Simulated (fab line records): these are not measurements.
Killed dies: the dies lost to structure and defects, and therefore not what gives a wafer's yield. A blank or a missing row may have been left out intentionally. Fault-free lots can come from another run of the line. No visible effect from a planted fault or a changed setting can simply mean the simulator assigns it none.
A struck lot beside a sound one ; flow ritCmos ; 15 out of 202 route steps
Sound: wafers L839.1, L839.4, L839.6. Struck: wafers L848.2, L848.5. (L848.6 of the same lot was not struck and is left out.) The cause comes at the end.
Each step with rows lists, per side, the tool, then ch with its chambers, then its first start. Under that, the readings that differ: sound wafers ; struck wafers ; difference of the means ; sigmas: that difference in standard deviations of wafers without a fault.
alike: readings with means less than 2 such deviations apart, plus words and numbers identical on both sides. not compared: withheld readings, readings lacking a value on some wafer, bounds such as >300 that could conceal the same value, and numbers that have no deviation in the record and whose values overlap.
The two part at a step that has a row with sigmas, a row that says differs or no value, or rows on one side only. Numbers that have no deviation but don't overlap get no sigmas and don't part them. Lack of a reading on every wafer of one side parts them only where that side has two or more wafers.

RIT_M1_SPUTTER_00: material Al, target thk 400 nm, time 500 s.
  sound on pvdSputter-01, day 4 08:35; struck on pvdSputter-02, day 5 23:08
  alike: throttleValvePct
RIT_M1_RS_MEAS_01: a four-point-probe measurement.
  sound on filmMetro-02, day 4 08:52; struck on filmMetro-02, day 5 23:27
  alike: M1_AL_RS
RIT_M1_THK_MEAS_02: measures by xrf.
  sound on filmMetro-02, day 4 08:59; struck on filmMetro-02, day 5 23:34
  alike: M1_AL_THK
then, 6 steps without rows for these wafers: RIT_M1_HMDS_03 (prime time 60 s); RIT_M1_COAT_04 (resist thk 1300 nm); RIT_M1_SOFTBAKE_05 (time 60 s); RIT_M1_EXPOSE_06 (exposes mask M12, target cd 2600 nm); RIT_M1_PEB_07; RIT_M1_DEVELOP_08 (develop time 68 s).
RIT_M1_CD_MEAS_09: the cd target is 2600 nm.
  sound on cdSem-02, day 4 10:04; struck on cdSem-02, day 6 00:38
reading;sound;struck;difference;sigmas
cdNm (nm);2596.6 2598.3 2597.7;2603.0 2605.8;+6.9;+2
RIT_M1_OVL_MEAS_10:
  sound on overlay-02, day 4 10:11; struck on overlay-02, day 6 00:44
  alike: M1_OVL
then, 1 step without rows for these wafers: RIT_M1_HARDBAKE_11 (time 120 s).
RIT_M1_METAL_ETCH_12: etches Al in Cl2/BCl3, stops on SiO2, time 165 s, target depth 600 nm.
  sound on rieMetal-02 ch 1, day 4 10:28; struck on rieMetal-02 ch 1, day 6 01:01
reading;sound;struck;difference;sigmas
oesProductAu (a.u.);0.772 0.790 0.771;0.730 0.732;-0.047;-4
model.NOVOLAK_of_M1_COAT_04.thkNm (nm);817.3 810.5 811.7;776.6 778.7;-35.5;
  alike: chamberPressureMTorr, drypumpMotorCurrentA, throttleValvePct
  not compared: rfHoursCounterH
then, 1 step without rows for these wafers: RIT_M1_STRIP_13 (strips in nmp, time 600 s).
RIT_M1_PROBE_99:
  sound on prober-02, day 4 12:43; struck on prober-02, day 6 03:19
  alike: defectLimitedYield, killed_at_M0_to_M3, killedAtFrontEnd, killedDies, killedOpen, killedShort, sort_bin_3_pad_short, sort_bin_5_function, sort_bin_6_memory, sortNPass, sortYieldPct

== WHERE THEY PART ==
First at RIT_M1_CD_MEAS_09; last, within this record, at RIT_M1_METAL_ETCH_12. Later steps at which nothing parts them and some readings are alike: RIT_M1_PROBE_99.

WHY: the cause the simulator had injected
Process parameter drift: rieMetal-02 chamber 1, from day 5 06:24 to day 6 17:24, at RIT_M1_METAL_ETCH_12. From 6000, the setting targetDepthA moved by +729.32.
